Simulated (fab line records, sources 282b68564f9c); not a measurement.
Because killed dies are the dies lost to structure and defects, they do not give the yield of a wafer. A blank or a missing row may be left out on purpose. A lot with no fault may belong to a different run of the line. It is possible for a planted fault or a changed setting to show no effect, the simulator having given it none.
Code-filled problem report in 8D (eight disciplines) form :: flow rit_cmos :: the parts of the form that need people (team, actions taken, sign-off) are left out

1. THE PROBLEM
Wafers without a fault read 450 C, standard deviation 0.042; tube_center_temp_C at RIT_M1_ANNEAL_15 reads a mean of 390 C on 6 wafers belonging to 2 lots. So: -99 or more standard deviations from the usual mean.
The step: time 1800 s.
First observed at day 7 07:07: wafer L837.1, on furnace-02. The record holds 42 wafers of 14 lots with a number at this step. The rule behind "out" and "out of limits": a value lying over 4 standard deviations away from the usual mean. The other wafers with a number count as sound.

2. WHAT IT IS, WHAT IT ISN'T
question: which readings at this step
is: tube_center_temp_C, spike_tc_centre_C, spike_tc_load_C, spike_tc_source_C, tube_center_temp_C_max, zone_power_centre_pct, zone_power_load_pct, zone_power_source_pct
is not: -

question: which lots
is: L837, L838
is not: L819, L821, L823, L824, L825, L826, L827, L828, L829, L830, L831, L832

question: which wafers of those lots
is: all that have a number
is not: -

question: read on which tools
is: furnace-02
is not: -

question: when
is: from day 7 07:07
is not: up to then (36 sound wafers)

3. THE SUSPECTS, EACH WITH WHAT RULES IT OUT
Counting: a tool at a process step up to the reading stays a suspect if it ran every lot that is out and no sound lot after the first of them.
- furnace-02 at RIT_M1_ANNEAL_15 (time 1800 s): kept. It processed each lot that is out, first L837 at day 7 07:07, and no sound lot thereafter; up to then, the last sound lot it processed was L832 at day 6 06:38. Out on those wafers are its own readings of spike_tc_centre_C, spike_tc_load_C, spike_tc_source_C, tube_center_temp_C, tube_center_temp_C_max, zone_power_centre_pct, zone_power_load_pct, zone_power_source_pct.
After counting, what remains is furnace-02 at RIT_M1_ANNEAL_15.

4. THE CAUSE (what the simulator had put in)
Process parameters drifting: furnace-02 at RIT_M1_ANNEAL_15, beginning at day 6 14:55. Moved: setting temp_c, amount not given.
Only this tool survived the counting.

5. THE CHAIN OF EFFECTS, in route order
Each row: a reading whose mean over the struck wafers that have a number lies more than 3 standard deviations from the usual. Scope: only readings with a usual standard deviation given in the record; hours: median across lots of the time from each lot's start at the first step in this table that gives one to its start at this step; sigmas: change in usual standard deviations.
hours: 0
step: RIT_M1_ANNEAL_15
reading: spike_tc_centre_C
usual: 451.1 C
on struck wafers: 390.8
change: -60.3
sigmas: -62

hours: 0
step: RIT_M1_ANNEAL_15
reading: spike_tc_load_C
usual: 471.2 C
on struck wafers: 410.2
change: -60.9
sigmas: -66

hours: 0
step: RIT_M1_ANNEAL_15
reading: spike_tc_source_C
usual: 466.3 C
on struck wafers: 404.8
change: -61.5
sigmas: -61

hours: 0
step: RIT_M1_ANNEAL_15
reading: tube_center_temp_C
usual: 450 C
on struck wafers: 390
change: -60
sigmas: -99 or more

hours: 0
step: RIT_M1_ANNEAL_15
reading: tube_center_temp_C_max
usual: 451.15
on struck wafers: 391.34
change: -59.81
sigmas: -99 or more

hours: 0
step: RIT_M1_ANNEAL_15
reading: zone_power_centre_pct
usual: 19.07 %
on struck wafers: 16.26
change: -2.81
sigmas: -16

hours: 0
step: RIT_M1_ANNEAL_15
reading: zone_power_load_pct
usual: 6.94 %
on struck wafers: 5.44
change: -1.50
sigmas: -22

hours: 0
step: RIT_M1_ANNEAL_15
reading: zone_power_source_pct
usual: 7.24 %
on struck wafers: 5.75
change: -1.50
sigmas: -19
It contains these process steps:
- RIT_M1_ANNEAL_15: time 1800 s.

6. HOW IT WOULD HAVE BEEN CAUGHT EARLIER
First out-of-limits reading in this record: day 7 07:07, which is 16 hours after fault onset at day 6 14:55.
